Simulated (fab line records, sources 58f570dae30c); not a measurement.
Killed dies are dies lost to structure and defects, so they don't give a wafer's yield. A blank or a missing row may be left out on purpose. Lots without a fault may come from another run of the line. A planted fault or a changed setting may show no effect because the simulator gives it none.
Problem report in the 8D (eight disciplines) form, filled by code | flow berkeley_cmos170 | the parts of the form that need people (team, actions taken, sign-off) are left out

1. THE PROBLEM
PLDD_RS at UCB170_SDANNEAL_RS_MEAS_04 reads a mean of 940.8 ohm/sq on 6 wafers of 2 lots; wafers without a fault read 1021.5 ohm/sq with a standard deviation of 3. That is -27 standard deviations from the usual mean.
The step: measures by four-point-probe.
First seen on wafer L723.1, day 10 12:27, on film_metro-02. The record holds 42 wafers of 14 lots with a number at this step. Rule for "out", or "out of limits": more than 4 standard deviations from the usual mean. The other wafers with a number count as sound.

2. WHAT IT IS AND WHAT IT IS NOT
question                    | is                     | is not
which readings at this step | PLDD_RS                | -
which lots                  | L723, L726             | L706, L708, L711, L712, L714, L715, L716, L717, L718, L724, L725, L729
which wafers of those lots  | all that have a number | -
read on which gauges        | film_metro-02          | film_metro-01, film_metro-04
when                        | from day 10 12:27      | up to then (27 sound wafers); but 9 sound wafers of L724, L725, L729 came after

3. SUSPECTS, AND WHAT RULES EACH OUT
Counting: a tool at a process step up to the reading stays a suspect if it ran every lot that is out and no sound lot after the first of them.
- the gauge at UCB170_SDANNEAL_RS_MEAS_04: ruled out. All the wafers that are out were read on film_metro-02, but those of them that UCB170_PLDD_IMPLANT_08 has rows for are out there too, on other tools.
- implanter-04 at UCB170_PLDD_IMPLANT_08: kept. It ran every lot that is out, first L723 (day 9 21:14), and no sound lot after that; its last sound lot up to then is L718 (day 8 22:58). Its own readings are out on those wafers: beam_on_s, end_station_pressure_torr, faraday_current_uA.
Left after counting: implanter-04 at UCB170_PLDD_IMPLANT_08.

4. THE CAUSE (what the simulator had put in)
Process parameter drift: implanter-04, from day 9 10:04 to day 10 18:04, at UCB170_PLDD_IMPLANT_08. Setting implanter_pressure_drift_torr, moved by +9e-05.
Process parameter drift: implanter-04, from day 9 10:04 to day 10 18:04, at UCB170_PLDD_IMPLANT_08. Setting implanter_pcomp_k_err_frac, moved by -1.
Counting left only this tool.

5. THE CHAIN OF EFFECTS, in route order
Each row: a reading whose mean over the struck wafers that have a number lies more than 3 standard deviations from the usual. Only readings for which the record gives a usual standard deviation are gone through. hours: the time from each lot's start at the first step in this table that gives one to its start at this step, as a median over the lots. sigmas: the change in usual standard deviations.
hours | step                       | reading                   | usual         | on struck wafers | change    | sigmas
0     | UCB170_PLDD_IMPLANT_08     | beam_on_s                 | 10.02 s       | 12.15            | +2.13     | +10
0     | UCB170_PLDD_IMPLANT_08     | end_station_pressure_torr | 5.11e-06 Torr | 9.55e-05         | +9.04e-05 | +99 or more
0     | UCB170_PLDD_IMPLANT_08     | faraday_current_uA        | 158           | 132              | -26       | -8.0
13    | UCB170_SDANNEAL_RS_MEAS_04 | PLDD_RS                   | 1021.5 ohm/sq | 940.8            | -80.7     | -27
The process steps in it:
- UCB170_PLDD_IMPLANT_08
Later measuring or inspecting steps at which every struck wafer that the step has a row for has a number for every such reading, and none has moved that far: UCB170_SDANNEAL_RS_MEAS_05.

6. WHAT WOULD HAVE CAUGHT IT SOONER
In this record the first reading out of limits at a measuring or inspecting step was taken at day 10 12:27, 26 hours after the fault began at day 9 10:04.
The tool's own readings at UCB170_PLDD_IMPLANT_08 were out on every struck wafer that the step has a row for (beam_on_s, end_station_pressure_torr, faraday_current_uA): an alarm limit on them would have fired on the first of those.
All the lots that are out (2) had begun UCB170_PLDD_IMPLANT_08 on implanter-04 by day 10 12:27. A hold on the tool at that time would have spared none of them.
